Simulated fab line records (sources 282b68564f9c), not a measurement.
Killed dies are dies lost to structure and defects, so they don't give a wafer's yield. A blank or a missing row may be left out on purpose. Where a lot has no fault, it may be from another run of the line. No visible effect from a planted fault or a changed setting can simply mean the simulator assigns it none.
A lot that was struck, set against a sound lot	flow rit_cmos	44 steps out of a route of 202
Sound: these wafers, L178.3, L178.5, L178.6. Wafers struck: L186.1, L186.4, L186.5. The cause comes at the end.
Per side, at each step with rows, come the tool, then ch with its chambers, and then its first start. Under that, the readings that differ: sound wafers	struck wafers	difference of the means	sigmas: that difference in standard deviations of wafers without a fault.
alike: readings whose means differ by less than 2 such deviations, and words and numbers that are the same on both sides. not compared: withheld readings, readings that some wafer has no value for, bounds like >300 that may hide the same value, and numbers for which the record gives no deviation and whose values overlap.
A row with sigmas, a row that says differs or no value, or rows on one side alone: a step with any of these is where the two part. Numbers that have no deviation but don't overlap get no sigmas and don't part them. Lack of a reading on every wafer of one side parts them only where that side has two or more wafers.

first, 3 steps without rows for these wafers: RIT_REOX_CLEAN_01 (cleans in dHF, time 30 s); RIT_REOX_CLEAN_02 (cleans in SC2, time 600 s); RIT_REOX_OXIDATION_03 (target thk 25.2 nm, ox time 5580 s).
RIT_REOX_THK_MEAS_04:
  struck on film_metro-01, day 6 02:09; sound on film_metro-03, day 4 12:36
  alike: REOX_OXIDE_THK
then, 6 steps without rows for these wafers: RIT_NLDD_HMDS_00 (prime time 60 s); RIT_NLDD_COAT_01 (resist thk 1000 nm); RIT_NLDD_SOFTBAKE_02 (time 60 s); RIT_NLDD_EXPOSE_03 (exposes mask M7, target cd 40700 nm); RIT_NLDD_PEB_04; RIT_NLDD_DEVELOP_05 (develop time 50 s).
RIT_NLDD_OVL_MEAS_06:
  struck on overlay-02, day 6 03:11; sound on overlay-02, day 4 13:38
  alike: NLDD_OVL
then, 1 step without rows for these wafers: RIT_NLDD_HARDBAKE_07 (time 60 s).
RIT_NLDD_IMPLANT_08:
  sound on implanter-03 ch 0, day 4 13:52; struck on implanter-04 ch 0, day 6 03:23
reading	sound	struck	difference	sigmas
dose_ions_cm2	5.006e+14 5.009e+14 5.012e+14	8.087e+14 8.084e+14 8.078e+14	+3.074e+14	+99 or more
faraday_current_uA	1502 1606 1581	2613 2594 2400	+973	+32
RIT_NLDD_STRIP_09: strips in O2, time 180 s.
  sound on plasma_asher-04 ch 0,1, day 4 14:01; struck on plasma_asher-02 ch 0,1, day 6 03:32
  alike: drypump_motor_current_A
  not compared: rf_hours_counter_h
RIT_NLDD_TW_MEAS_10:
  struck on film_metro-03, day 6 03:42; sound on film_metro-03, day 4 14:10
reading	sound	struck	difference	sigmas
NLDD_TW	2512 2524 2519	2845 2847 2845	+327	+11
then, 6 steps without rows for these wafers: RIT_PLDD_HMDS_00 (prime time 60 s); RIT_PLDD_COAT_01 (resist thk 1000 nm); RIT_PLDD_SOFTBAKE_02 (time 60 s); RIT_PLDD_EXPOSE_03 (exposes mask M8, target cd 40900 nm); RIT_PLDD_PEB_04; RIT_PLDD_DEVELOP_05 (develop time 50 s).
RIT_PLDD_OVL_MEAS_06:
  struck on overlay-02, day 6 04:44; sound on overlay-02, day 4 15:11
  alike: PLDD_OVL
then, 2 steps without rows for these wafers: RIT_PLDD_HARDBAKE_07 (time 60 s); RIT_PLDD_IMPLANT_08.
RIT_PLDD_STRIP_09: strips in O2, time 180 s.
  sound on plasma_asher-04 ch 0,1, day 4 15:34; struck on plasma_asher-02 ch 1, day 6 05:04
  alike: drypump_motor_current_A
  not compared: rf_hours_counter_h
RIT_PLDD_TW_MEAS_10:
  struck on film_metro-04, day 6 05:15; sound on film_metro-03, day 4 15:42
  alike: PLDD_TW
then, 4 steps without rows for these wafers: RIT_SPACER_CLEAN_00 (cleans in SC1, time 600 s); RIT_SPACER_CLEAN_01 (cleans in dHF, time 30 s); RIT_SPACER_CLEAN_02 (cleans in SC2, time 600 s); RIT_SPACER_CVD_03 (deposits Si3N4 from SiH2Cl2/NH3, target thk 250 nm, time 3300 s).
RIT_SPACER_THK_MEAS_04:
  struck on film_metro-02, day 6 07:40; sound on film_metro-03, day 4 18:28
  alike: SPACER_NITRIDE_THK
RIT_SPACER_ETCHBACK_05: etches Si3N4 in SF6/CHF3, stops on SiO2, target depth 250 nm, time 240 s.
  sound on rie_diel-02 ch 0,1, day 4 18:31; struck on rie_diel-03 ch 0,3, day 6 07:43
  alike: drypump_motor_current_A, oes_product_au, throttle_valve_pct
  not compared: rf_hours_counter_h
then, 6 steps without rows for these wafers: RIT_NSD_HMDS_00 (prime time 60 s); RIT_NSD_COAT_01 (resist thk 1000 nm); RIT_NSD_SOFTBAKE_02 (time 60 s); RIT_NSD_EXPOSE_03 (exposes mask M9, target cd 40700 nm); RIT_NSD_PEB_04; RIT_NSD_DEVELOP_05 (develop time 50 s).
RIT_NSD_OVL_MEAS_06:
  struck on overlay-01, day 6 08:50; sound on overlay-02, day 4 19:38
  alike: NSD_OVL
then, 2 steps without rows for these wafers: RIT_NSD_HARDBAKE_07 (time 60 s); RIT_NSD_IMPLANT_08.
RIT_NSD_STRIP_09: strips in O2, time 180 s.
  sound on plasma_asher-03 ch 0,1, day 4 20:02; struck on plasma_asher-04 ch 0,1, day 6 09:11
  alike: drypump_motor_current_A
  not compared: rf_hours_counter_h
RIT_SDANNEAL_RS_MEAS_07: measurement is done with a four-point probe.
  struck on film_metro-01, day 6 11:39; sound on film_metro-04, day 4 22:58
reading	sound	struck	difference	sigmas
NLDD_RS (ohm/sq)	151.5 151.7 151.9	102.4 102.2 102.1	-49.5	-90
RIT_M1_PROBE_99:
  struck on prober-01, day 6 19:46; sound on prober-02, day 5 06:34
reading	sound	struck	difference	sigmas
killed_at_contacts	3 2 0	0 0 0	-2	-4
model.etest.nmos_0p3.r_on_ohm_um	2140 2148 2170	1919 1918 1931	-230	
model.etest.nmos_0p15.r_on_ohm_um	1128 1122 1148	898.3 895.2 910.8	-231.2	
model.etest.nldd.rs_ohm_sq	382.6 393.7 384.6	248.2 249.7 245	-139.3	
model.etest.nmos_turned.drive_ua_um	318.1 303.8 316.2	432.1 446.4 441.5	+127.3	
model.etest.nmos_0p15.drive_ua_um	458.6 458.6 465.7	548.4 568.6 558.7	+97.6	
model.etest.nldd.line_ohm_um	119.6 120.7 119.9	77.45 79.93 77.66	-41.72	
model.etest.nmos_narrow.drive_ua_um	230.7 225.3 226.9	237.6 245.4 241.1	+13.7	
model.etest.nmos_0p3.drive_ua_um	229.4 222.6 226.9	242.5 246.7 245.2	+18.5	
  alike: killed_at_front_end, killed_dies, killed_open, killed_short

## WHERE THEY PART
Earliest at RIT_NLDD_IMPLANT_08; latest, in this record, at RIT_M1_PROBE_99.

WHY: the cause the simulator had injected
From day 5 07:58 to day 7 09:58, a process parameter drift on implanter-04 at RIT_NLDD_IMPLANT_08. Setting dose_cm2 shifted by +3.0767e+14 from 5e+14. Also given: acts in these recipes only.
